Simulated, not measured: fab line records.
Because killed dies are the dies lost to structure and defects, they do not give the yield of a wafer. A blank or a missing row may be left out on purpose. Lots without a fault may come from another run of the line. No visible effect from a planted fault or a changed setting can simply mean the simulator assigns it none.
fab line records    flow berkeley_cmos170
record lots=5  wafers=23
route steps=331 shown ZERO@7 NWELL@15 PWELL@36 FIELD@90 PVT@122 GATE@125 PLDD@153 NLDD@166 SPACER@174
start_h: hours from the record's first day to the start of the lot's first wafer shown    wait_h: hours since the lot's step before    " the same as in the row above    L1.1+2: several wafers, shown together as one row    - no value present, or no start provided    * or withheld: withheld    < > ~ a bound
route shown NAME@n: a module of which the file shows steps, and the number in the route of the first    usual: the fault-free wafers' mean and standard deviation    same: alike in all rows    chamber/n: place in a boat    sites: each site's reading    _std_site: the values' standard deviation    _edge_site: outer sites' mean less inner sites'    radius_mm: for every site, how far away it sits from the centre of the wafer    mask NAME#n: copy n    behind: the most recent tool/chamber to have shaped the wafer    hold: why the lot went on hold/how many hours it stayed there/how the hold came to an end    device: the n, p or np transistor that did not switch    end of line: the same wafers' tests at the end of the route    step lacking rows: just its recipe    killed: dies that structure and defects cost at the first sort, which is not the same as the wafer's yield    map: per-die view of a wafer (x killed, . not killed, _ where there is no die)
set.NAME: setting as actually run; set.NAME@STEP: the setting as run at that earlier step    model.NAME: the simulator's own value behind a step, which no gauge read
lots run with intentionally changed settings; tables by step, rows by wafer
## steps
# step UCB170_ZERO_COAT_01
# recipe resist=KrF  spin_rpm=1500  resist_thk_nm=900
lot.wafer  tool            chamber  start_h  wait_h  set.resist_thk_nm  model.KrF_of_ZERO_COAT_01.thk_nm
L075.1     litho_track-04  0        23.14    0.1     900                899.4
L075.2     "               0        "        "       900                900.5
L075.3     "               0        "        "       900                899.5
L075.4     "               0        "        "       900                901.8
L075.5     "               0        "        "       900                900
L076.1     litho_track-04  0        27.74    0.1     900                903.9
L076.2     "               0        "        "       881.1              884.9
L076.3     "               0        "        "       881.1              884.6
L076.4     "               0        "        "       900                905.9
L076.5     "               0        "        "       900                902.1
L077.2     litho_track-04  0        32.71    0.1     900                900.5
L077.4     "               0        "        "       900                900.3
L077.5     "               0        "        "       900                898.2
L078.2     litho_track-04  0        36.16    0.1     900                902
L078.3     "               0        "        "       900                901.9
L078.4     "               0        "        "       879.9              880
L078.5     "               0        "        "       900                901.6
L078.6     "               0        "        "       879.9              881.6
L083.1     litho_track-04  0        64.24    0.1     921.7              923
L083.2     "               0        "        "       900                900.3
L083.4     "               0        "        "       900                901.7
L083.5     "               0        "        "       900                900.1
L083.6     "               0        "        "       921.7              922.3
# step UCB170_ZERO_SOFTBAKE_02
# recipe resist=KrF  temp_c=130  time_s=60
# step UCB170_ZERO_EXPOSE_03
# recipe mask_id=PM_MARKS  na=0.5  sigma_outer=0.6  source_shape=conventional  target_cd_nm=4000  dose_mj=30
# step UCB170_ZERO_DEVELOP_05
# recipe developer=TMAH  develop_time_s=45  resist=KrF  dev_temp_c=21
# step UCB170_ZERO_ETCH_06
# recipe chemistry=CHF3/CF4/Ar  target=SiO2  time_s=12  pressure_mtorr=100  rf_w=500  CHF3_flow_sccm=50  cf4_flow_sccm=10  Ar_flow_sccm=120  over_etch_frac=1.58
# step UCB170_ZERO_STRIP_07
# recipe chemistry=O2  power_w=400  pressure_mtorr=3500  platen_temp_c=withheld  o2_flow_sccm=400  overash_fraction=0.5
# usual strip_time_to_endpoint_s=21.49/0.052
lot.wafer  tool             chamber  start_h  wait_h  set.resist_thk_nm@ZERO_COAT_01  strip_time_to_endpoint_s
L075.1     plasma_asher-02  1        24.18    0.0     900                             21.46
L075.2     "                0        "        "       900                             21.51
L075.3     "                1        "        "       900                             21.46
L075.4     "                0        "        "       900                             21.52
L075.5     "                0        "        "       900                             21.46
L076.1     plasma_asher-03  1        28.58    0.0     900                             21.58
L076.2     "                0        "        "       881.1                           21.11
L076.3     "                1        "        "       881.1                           21.11
L076.4     "                0        "        "       900                             21.62
L076.5     "                1        "        "       900                             21.53
L077.2     plasma_asher-02  0        34.01    0.0     900                             21.51
L077.4     "                1        "        "       900                             21.50
L077.5     "                1        "        "       900                             21.44
L078.2     plasma_asher-04  1        36.92    0.0     900                             21.53
L078.3     "                0        "        "       900                             21.52
L078.4     "                1        "        "       879.9                           21.02
L078.5     "                1        "        "       900                             21.53
L078.6     "                0        "        "       879.9                           21.03
L083.1     plasma_asher-04  1        65.28    0.0     921.7                           22.04
L083.2     "                0        "        "       900                             21.48
L083.4     "                0        "        "       900                             21.51
L083.5     "                1        "        "       900                             21.47
L083.6     "                0        "        "       921.7                           22.00
# step UCB170_NWELL_OXIDATION_01
# recipe temp_c=1000  ambient=O2  target_thk_a=264  ox_time_s=1260
lot.wafer  tool        chamber  start_h  wait_h  set.temp_c  model.SiO2_of_NWELL_OXIDATION_01.thk_nm
L075.1     -           -        -        2.5     1015        30.11
L075.2     "           -        "        "       1015        30.41
L075.3     "           -        "        "       1015        30.47
L075.4     "           -        "        "       1015        30.26
L075.5     "           -        "        "       1015        30.49
L076.1     -           -        -        2.7     1012        29.68
L076.2     "           -        "        "       1012        30.09
L076.3     "           -        "        "       1012        30.01
L076.4     "           -        "        "       1012        29.79
L076.5     "           -        "        "       1012        30.02
L077.2     furnace-02  0        35.37    1.2     1000        25.8
L077.4     "           0        "        "       1000        26.12
L077.5     "           0        "        "       1000        25.92
L078.2     -           -        -        2.7     1000        26.1
L078.3     "           -        "        "       1000        25.83
L078.4     "           -        "        "       1000        26.19
L078.5     "           -        "        "       1000        26.71
L078.6     "           -        "        "       1000        26.18
L083.1     -           -        -        1.9     1000        27.04
L083.2     "           -        "        "       1000        26.54
L083.4     "           -        "        "       1000        26.38
L083.5     "           -        "        "       1000        27.02
L083.6     "           -        "        "       1000        26.51
# step UCB170_NWELL_THK_MEAS_02
# recipe reads=SiO2_of_NWELL_OXIDATION_01
# usual NWELL_OXIDE_THK=26.4/0.36
lot.wafer  tool           chamber  start_h  wait_h  set.temp_c@NWELL_OXIDATION_01  NWELL_OXIDE_THK[nm]
L075.1     film_metro-02  -        -        -       1015                           30.2
L075.2     "              -        "        "       1015                           30.3
L075.3     "              -        "        "       1015                           30.4
L075.4     "              -        "        "       1015                           30.3
L075.5     "              -        "        "       1015                           30.5
L076.1     film_metro-04  -        -        -       1012                           29.6
L076.2     "              -        "        "       1012                           30.1
L076.3     "              -        "        "       1012                           30.0
L076.4     "              -        "        "       1012                           29.9
L076.5     "              -        "        "       1012                           30.0
L077.2     film_metro-01  -        36.73    0.0     1000                           25.8
L077.4     "              -        "        "       1000                           26.1
L077.5     "              -        "        "       1000                           25.9
L078.2     film_metro-01  -        -        -       1000                           26.1
L078.3     "              -        "        "       1000                           25.9
L078.4     "              -        "        "       1000                           26.2
L078.5     "              -        "        "       1000                           26.7
L078.6     "              -        "        "       1000                           26.2
L083.1     film_metro-01  -        -        -       1000                           27.1
L083.2     "              -        "        "       1000                           26.6
L083.4     "              -        "        "       1000                           26.3
L083.5     "              -        "        "       1000                           27.0
L083.6     "              -        "        "       1000                           26.5
# step UCB170_PWELL_OXIDATION_02
# recipe temp_c=1000  ambient=O2  target_thk_a=264  ox_time_s=1260
lot.wafer  tool        chamber  start_h  wait_h  set.ox_time_s  model.SiO2_of_PWELL_OXIDATION_02.thk_nm
L075.1     -           -        -        2.1     1119           25.36
L075.2     "           -        "        "       1119           25.27
L075.3     "           -        "        "       1119           25.31
L075.4     "           -        "        "       1119           25.24
L075.5     "           -        "        "       1119           25.55
L076.1     -           -        -        0.6     1210           25.82
L076.2     "           -        "        "       1210           25.49
L076.3     "           -        "        "       1210           25.74
L076.4     "           -        "        "       1210           25.36
L076.5     "           -        "        "       1210           25.61
L077.2     furnace-03  0        51.96    0.2     1260           26.44
L077.4     "           0        "        "       1260           26.38
L077.5     "           0        "        "       1260           26.33
L078.2     -           -        -        3.9     1110           24.89
L078.3     "           -        "        "       1110           24.76
L078.4     "           -        "        "       1110           24.52
L078.5     "           -        "        "       1110           24.78
L078.6     "           -        "        "       1110           24.61
L083.1     -           -        -        2.1     1079           24.03
L083.2     "           -        "        "       1079           23.92
L083.4     "           -        "        "       1079           24
L083.5     "           -        "        "       1079           24.37
L083.6     "           -        "        "       1079           23.87
# step UCB170_PWELL_CVD_05
# recipe material=Si3N4  target_thk_nm=220  temp_c=800  precursor=SiH2Cl2/NH3  time_s=3300  pressure_mtorr=200  sih2cl2_flow_sccm=25  nh3_flow_sccm=75
lot.wafer  tool      chamber  start_h  wait_h  set.time_s  model.Si3N4_of_PWELL_CVD_05.thk_nm
L075.1     -         -        -        0.0     3300        223.1
L075.2     "         -        "        "       3300        223.4
L075.3     "         -        "        "       3300        222.8
L075.4     "         -        "        "       3300        222.9
L075.5     "         -        "        "       3300        224.2
L076.1     -         -        -        0.0     3300        218.2
L076.2     "         -        "        "       3300        217.7
L076.3     "         -        "        "       3300        218
L076.4     "         -        "        "       3300        218.7
L076.5     "         -        "        "       3300        219.3
L077.2     lpcvd-02  1        56.43    0.0     3300        219.8
L077.4     "         1        "        "       3300        218.6
L077.5     "         1        "        "       3300        219.4
L078.2     -         -        -        0.4     2833        188
L078.3     "         -        "        "       2833        188.9
L078.4     "         -        "        "       2833        188.7
L078.5     "         -        "        "       2833        187.9
L078.6     "         -        "        "       2833        188.4
L083.1     -         -        -        0.0     3618        244.6
L083.2     "         -        "        "       3618        242.4
L083.4     "         -        "        "       3618        243.4
L083.5     "         -        "        "       3618        242.5
L083.6     "         -        "        "       3618        242.2
# step UCB170_PWELL_THK_MEAS_06
# recipe reads=Si3N4_of_PWELL_CVD_05
# usual PWELL_NITRIDE_THK=220.5/1.7
lot.wafer  tool           chamber  start_h  wait_h  set.time_s@PWELL_CVD_05  PWELL_NITRIDE_THK[nm]
L075.1     film_metro-02  -        -        -       3300                     223.1
L075.2     "              -        "        "       3300                     223.4
L075.3     "              -        "        "       3300                     222.7
L075.4     "              -        "        "       3300                     222.9
L075.5     "              -        "        "       3300                     224.3
L076.1     film_metro-02  -        -        -       3300                     218.2
L076.2     "              -        "        "       3300                     217.8
L076.3     "              -        "        "       3300                     218.0
L076.4     "              -        "        "       3300                     218.7
L076.5     "              -        "        "       3300                     219.2
L077.2     film_metro-03  -        59.31    0.0     3300                     219.7
L077.4     "              -        "        "       3300                     218.5
L077.5     "              -        "        "       3300                     219.5
L078.2     film_metro-03  -        -        -       2833                     188.1
L078.3     "              -        "        "       2833                     188.8
L078.4     "              -        "        "       2833                     188.8
L078.5     "              -        "        "       2833                     187.9
L078.6     "              -        "        "       2833                     188.6
L083.1     film_metro-02  -        -        -       3618                     244.6
L083.2     "              -        "        "       3618                     242.5
L083.4     "              -        "        "       3618                     243.2
L083.5     "              -        "        "       3618                     242.5
L083.6     "              -        "        "       3618                     242.1
# step UCB170_PWELL_HMDS_07
# recipe prime_time_s=60  prime_temp_c=100
# step UCB170_PWELL_COAT_08
# recipe resist=KrF  spin_rpm=1500  resist_thk_nm=900
# step UCB170_PWELL_DEVELOP_12
# recipe developer=TMAH  develop_time_s=45  resist=KrF  dev_temp_c=21
# step UCB170_PWELL_ETCH_14
# recipe chemistry=CH3F/Ar/O2  target=Si3N4  stop_on=SiO2  CH3F_flow_sccm=20  Ar_flow_sccm=50  O2_flow_sccm=7  pressure_mtorr=50  rf_w=450  target_depth_a=2420  over_etch_frac=0.1  time_s=151
# usual oes_product_au=0.936/0.01
lot.wafer  tool         chamber  start_h  wait_h  set.time_s@PWELL_CVD_05  oes_product_au  model.etch.depth_nm
L075.1     rie_diel-02  1        54.98    0.0     3300                     0.933           -
L075.2     "            0        "        "       3300                     0.948           223.4
L075.3     "            2        "        "       3300                     0.947           -
L075.4     "            3        "        "       3300                     0.929           222.9
L075.5     "            1        "        "       3300                     0.940           -
L077.2     rie_diel-01  1        60.82    0.0     3300                     0.949           219.8
L077.4     "            0        "        "       3300                     0.939           218.6
L077.5     "            2        "        "       3300                     0.921           219.4
L076.1     rie_diel-03  3        60.91    0.0     3300                     0.947           -
L076.2     "            0        "        "       3300                     0.948           217.7
L076.3     "            1        "        "       3300                     0.927           218
L076.4     "            2        "        "       3300                     0.925           218.7
L076.5     "            2        "        "       3300                     0.922           -
L078.2     rie_diel-02  3        68.03    0.0     2833                     0.842           -
L078.3     "            1        "        "       2833                     0.844           -
L078.4     "            2        "        "       2833                     0.853           188.7
L078.5     "            3        "        "       2833                     0.845           187.9
L078.6     "            2        "        "       2833                     0.862           188.4
L083.1     rie_diel-02  3        92.66    0.0     3618                     0.967           238.2
L083.2     "            0        "        "       3618                     0.983           241.4
L083.4     "            2        "        "       3618                     0.984           241.7
L083.5     "            2        "        "       3618                     0.986           -
L083.6     "            3        "        "       3618                     0.978           -
# step UCB170_FIELD_OXIDATION_01
# recipe temp_c=1000  ambient=H2O  p_h2o_torr=584.62  target_thk_a=5583  ox_time_s=7200
lot.wafer  tool        chamber  start_h  wait_h  set.temp_c  model.SiO2_of_FIELD_OXIDATION_01.thk_nm
L075.1     -           -        -        2.3     985.7       512.9
L075.2     "           -        "        "       985.7       521.5
L075.3     "           -        "        "       985.7       520.4
L075.4     "           -        "        "       985.7       517.5
L075.5     "           -        "        "       985.7       517.1
L076.1     -           -        -        2.4     981.8       497.4
L076.2     "           -        "        "       981.8       482.7
L076.3     "           -        "        "       981.8       494.5
L076.4     "           -        "        "       981.8       483.6
L076.5     "           -        "        "       981.8       490.1
L077.2     furnace-02  0        94.39    2.6     1000        535.6
L077.4     "           0        "        "       1000        540.9
L077.5     "           0        "        "       1000        540.5
L078.2     -           -        -        5.5     988.5       512.5
L078.3     "           -        "        "       988.5       502.6
L078.4     "           -        "        "       988.5       511.3
L078.5     "           -        "        "       988.5       512
L078.6     "           -        "        "       988.5       501.8
L083.1     -           -        -        3.2     1027        655.2
L083.2     "           -        "        "       1027        644.2
L083.4     "           -        "        "       1027        652.7
L083.5     "           -        "        "       1027        653.5
L083.6     "           -        "        "       1027        658.9
# step UCB170_FIELD_THK_MEAS_02
# recipe reads=SiO2_of_FIELD_OXIDATION_01
# usual FIELD_OXIDE_THK=554/8.7
lot.wafer  tool           chamber  start_h  wait_h  set.temp_c@FIELD_OXIDATION_01  FIELD_OXIDE_THK[nm]
L075.1     film_metro-03  -        -        -       985.7                          513
L075.2     "              -        "        "       985.7                          521
L075.3     "              -        "        "       985.7                          520
L075.4     "              -        "        "       985.7                          518
L075.5     "              -        "        "       985.7                          517
L076.1     film_metro-02  -        -        -       981.8                          498
L076.2     "              -        "        "       981.8                          482
L076.3     "              -        "        "       981.8                          494
L076.4     "              -        "        "       981.8                          484
L076.5     "              -        "        "       981.8                          490
L077.2     film_metro-04  -        97.40    0.0     1000                           536
L077.4     "              -        "        "       1000                           541
L077.5     "              -        "        "       1000                           540
L078.2     film_metro-04  -        -        -       988.5                          513
L078.3     "              -        "        "       988.5                          502
L078.4     "              -        "        "       988.5                          511
L078.5     "              -        "        "       988.5                          512
L078.6     "              -        "        "       988.5                          502
L083.1     film_metro-02  -        -        -       1027                           655
L083.2     "              -        "        "       1027                           644
L083.4     "              -        "        "       1027                           652
L083.5     "              -        "        "       1027                           654
L083.6     "              -        "        "       1027                           659
# step UCB170_FIELD_ANNEAL_03
# recipe temp_c=1000  time_s=1200  ambient=N2
# step UCB170_FIELD_WET_ETCH_04
# recipe chemistry=dHF  dilution=10:1  target=SiO2  temp_c=25  time_s=60
# step UCB170_FIELD_WET_ETCH_05
# recipe chemistry=H3PO4  target=Si3N4  temp_c=160  time_s=12600
# step UCB170_FIELD_WET_ETCH_06
# recipe chemistry=BOE  dilution=5:1  target=SiO2  temp_c=25  time_s=22
# step UCB170_FIELD_THK_MEAS_90
# recipe reads=SiO2_of_FIELD_OXIDATION_01
# usual FIELD_OXIDE_LEFT_1_THK=438/8.9
lot.wafer  tool           chamber  start_h  wait_h  set.temp_c@FIELD_OXIDATION_01  FIELD_OXIDE_LEFT_1_THK[nm]
L075.1     film_metro-02  -        106.69   0.0     985.7                          397
L075.2     "              -        "        "       985.7                          406
L075.3     "              -        "        "       985.7                          405
L075.4     "              -        "        "       985.7                          402
L075.5     "              -        "        "       985.7                          402
L076.1     film_metro-04  -        106.69   0.0     981.8                          381
L076.2     "              -        "        "       981.8                          366
L076.3     "              -        "        "       981.8                          378
L076.4     "              -        "        "       981.8                          367
L076.5     "              -        "        "       981.8                          374
L077.2     film_metro-03  -        106.70   0.0     1000                           419
L077.4     "              -        "        "       1000                           424
L077.5     "              -        "        "       1000                           424
L078.2     film_metro-02  -        117.34   0.0     988.5                          396
L078.3     "              -        "        "       988.5                          386
L078.4     "              -        "        "       988.5                          395
L078.5     "              -        "        "       988.5                          396
L078.6     "              -        "        "       988.5                          385
L083.1     film_metro-02  -        138.15   0.0     1027                           538
L083.2     "              -        "        "       1027                           527
L083.4     "              -        "        "       1027                           536
L083.5     "              -        "        "       1027                           536
L083.6     "              -        "        "       1027                           542
# step UCB170_PVT_IMPLANT_07
# recipe species=P  dose_cm2=2e+12  energy_kev=30  tilt_deg=7
lot.wafer       tool          chamber  start_h  wait_h  set.tilt_deg
L075.1+4        implanter-04  0        122.71   0.0     8.015
L075.2+3+5      "             0        "        "       7
L077.2+4+5      implanter-02  0        123.46   0.0     7
L076.1+2+3+4+5  implanter-04  0        123.49   0.0     7
L078.2+3+6      implanter-01  0        127.28   0.0     6.016
L078.4+5        "             0        "        "       7
L083.1+4        implanter-02  0        151.79   0.0     7
L083.2+5+6      "             0        "        "       6.367
# step UCB170_PVT_STRIP_08
# recipe chemistry=O2  power_w=400  pressure_mtorr=3500  platen_temp_c=withheld  o2_flow_sccm=400  overash_fraction=0.5
# step UCB170_GATE_WET_ETCH_00
# recipe chemistry=dHF  dilution=25:1  target=SiO2  temp_c=25  time_s=200
# step UCB170_FIELD_THK_MEAS_91
# recipe reads=SiO2_of_FIELD_OXIDATION_01
# usual FIELD_OXIDE_LEFT_2_THK=350/9
lot.wafer  tool           chamber  start_h  wait_h  set.temp_c@FIELD_OXIDATION_01  FIELD_OXIDE_LEFT_2_THK[nm]
L075.1     film_metro-02  -        123.15   0.0     985.7                          310
L075.2     "              -        "        "       985.7                          319
L075.3     "              -        "        "       985.7                          318
L075.4     "              -        "        "       985.7                          315
L075.5     "              -        "        "       985.7                          315
L076.1     film_metro-03  -        123.87   0.0     981.8                          293
L076.2     "              -        "        "       981.8                          278
L076.3     "              -        "        "       981.8                          290
L076.4     "              -        "        "       981.8                          279
L076.5     "              -        "        "       981.8                          286
L077.2     film_metro-04  -        123.88   0.0     1000                           331
L077.4     "              -        "        "       1000                           336
L077.5     "              -        "        "       1000                           336
L078.2     film_metro-04  -        129.83   0.0     988.5                          308
L078.3     "              -        "        "       988.5                          298
L078.4     "              -        "        "       988.5                          307
L078.5     "              -        "        "       988.5                          308
L078.6     "              -        "        "       988.5                          298
L083.1     film_metro-04  -        152.17   0.0     1027                           448
L083.2     "              -        "        "       1027                           438
L083.4     "              -        "        "       1027                           447
L083.5     "              -        "        "       1027                           447
L083.6     "              -        "        "       1027                           453
# step UCB170_PLDD_IMPLANT_08
# recipe species=BF2  dose_cm2=5e+13  energy_kev=10  tilt_deg=7  rotation_deg=0
lot.wafer       tool          chamber  start_h  wait_h  set.dose_cm2
L077.2+4+5      implanter-03  0        140.16   0.0     5e+13
L076.1+3+5      implanter-02  0        140.25   0.0     5e+13
L076.2+4        "             0        "        "       4.718e+13
L075.1+3+5      implanter-02  0        141.13   0.0     5e+13
L075.2+4        "             0        "        "       4.704e+13
L078.2+5        implanter-03  0        143.90   0.0     5e+13
L078.3+4+6      "             0        "        "       5.312e+13
L083.1+2+4+5+6  implanter-03  0        165.42   0.0     5e+13
# step UCB170_NLDD_IMPLANT_08
# recipe species=As  dose_cm2=5e+13  energy_kev=30  tilt_deg=7  rotation_deg=0
lot.wafer       tool          chamber  start_h  wait_h  set.energy_kev  model.implant.rp_nm  model.implant.drp_nm
L077.2+4+5      implanter-03  0        142.99   0.0     30              21.44                9.611
L076.1+5        implanter-04  0        143.23   0.0     31.58           22.15                9.98
L076.2+3+4      "             0        "        "       30              21.3                 9.611
L075.1+5        implanter-02  0        143.52   0.0     30              21.84                9.611
L075.2+3+4      "             0        "        "       29.27           21.43                9.44
L078.2+5+6      implanter-02  0        145.80   0.0     30              21.47                9.611
L078.3+4        "             0        "        "       29.14           21                   9.41
L083.1+2+4+5+6  implanter-04  0        167.17   0.0     30              21.55                9.611
# step UCB170_SPACER_ETCHBACK_03
# recipe stop_on=Si  target=SiO2  chemistry=CHF3/CF4/Ar  CHF3_flow_sccm=50  cf4_flow_sccm=10  Ar_flow_sccm=120  pressure_mtorr=200  rf_w=500  target_depth_a=3760  time_s=100
# usual oes_product_au=0.896/0.013
lot.wafer  tool         chamber  start_h  wait_h  set.time_s  oes_product_au
L076.1     rie_diel-04  2        147.17   0.0     100         0.882
L076.2     "            0        "        "       100         0.870
L076.3     "            1        "        "       85.73       0.999
L076.4     "            3        "        "       85.73       0.999
L076.5     "            0        "        "       100         0.857
L077.2     rie_diel-01  1        147.17   0.0     100         0.916
L077.4     "            1        "        "       100         0.909
L077.5     "            3        "        "       100         0.901
L075.1     rie_diel-01  3        147.24   0.1     100         0.888
L075.2     "            2        "        "       91          0.943
L075.3     "            1        "        "       91          0.972
L075.4     "            3        "        "       100         0.903
L075.5     "            1        "        "       91          0.986
L078.2     rie_diel-04  0        149.78   0.0     100         0.891
L078.3     "            2        "        "       93.42       0.940
L078.4     "            3        "        "       100         0.920
L078.5     "            1        "        "       93.42       0.962
L078.6     "            0        "        "       100         0.882
L083.1     rie_diel-01  1        172.24   0.0     91.7        0.952
L083.2     "            3        "        "       100         0.887
L083.4     "            3        "        "       100         0.889
L083.5     "            1        "        "       100         0.912
L083.6     "            2        "        "       91.7        0.938
## key
split step=UCB170_ZERO_COAT_01  setting=resist_thk_nm  stated=900  by=wafer
response step=UCB170_ZERO_COAT_01  reading=model.KrF_of_ZERO_COAT_01.thk_nm  change=+9.22  per=1%  r=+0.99
response step=UCB170_ZERO_STRIP_07  reading=strip_time_to_endpoint_s  change=*  per=1%  r=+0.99
split step=UCB170_NWELL_OXIDATION_01  setting=temp_c  stated=1000  by=lot
response step=UCB170_NWELL_OXIDATION_01  reading=model.SiO2_of_NWELL_OXIDATION_01.thk_nm  change=+2.79  per=1%  r=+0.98
response step=UCB170_NWELL_THK_MEAS_02  reading=NWELL_OXIDE_THK  change=+2.78  per=1%  r=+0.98
split step=UCB170_PWELL_OXIDATION_02  setting=ox_time_s  stated=1260  by=lot
response step=UCB170_PWELL_OXIDATION_02  reading=model.SiO2_of_PWELL_OXIDATION_02.thk_nm  change=+0.136  per=1%  r=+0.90
split step=UCB170_PWELL_CVD_05  setting=time_s  stated=3300  by=lot
response step=UCB170_PWELL_CVD_05  reading=model.Si3N4_of_PWELL_CVD_05.thk_nm  change=+2.29  per=1%  r=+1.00
response step=UCB170_PWELL_THK_MEAS_06  reading=PWELL_NITRIDE_THK  change=+2.29  per=1%  r=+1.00
response step=UCB170_PWELL_ETCH_14  reading=oes_product_au  change=+0.00558  per=1%  r=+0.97
response step=UCB170_PWELL_ETCH_14  reading=model.etch.depth_nm  change=+2.19  per=1%  r=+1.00
split step=UCB170_FIELD_OXIDATION_01  setting=temp_c  stated=1000  by=lot
response step=UCB170_FIELD_OXIDATION_01  reading=model.SiO2_of_FIELD_OXIDATION_01.thk_nm  change=+35.1  per=1%  r=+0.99
response step=UCB170_FIELD_THK_MEAS_02  reading=FIELD_OXIDE_THK  change=+35  per=1%  r=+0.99
response step=UCB170_FIELD_THK_MEAS_90  reading=FIELD_OXIDE_LEFT_1_THK  change=+34.8  per=1%  r=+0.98
response step=UCB170_FIELD_THK_MEAS_91  reading=FIELD_OXIDE_LEFT_2_THK  change=+34.5  per=1%  r=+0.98
split step=UCB170_PVT_IMPLANT_07  setting=tilt_deg  stated=7  by=wafer
response none clear
split step=UCB170_PLDD_IMPLANT_08  setting=dose_cm2  stated=5e+13  by=wafer
response none in this file
split step=UCB170_NLDD_IMPLANT_08  setting=energy_kev  stated=30  by=wafer
response step=UCB170_NLDD_IMPLANT_08  reading=model.implant.rp_nm  change=+0.163  per=1%  r=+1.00
response step=UCB170_NLDD_IMPLANT_08  reading=model.implant.drp_nm  change=+0.0702  per=1%  r=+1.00
split step=UCB170_SPACER_ETCHBACK_03  setting=time_s  stated=100  by=wafer
response step=UCB170_SPACER_ETCHBACK_03  reading=oes_product_au  change=-0.0082  per=1%  r=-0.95
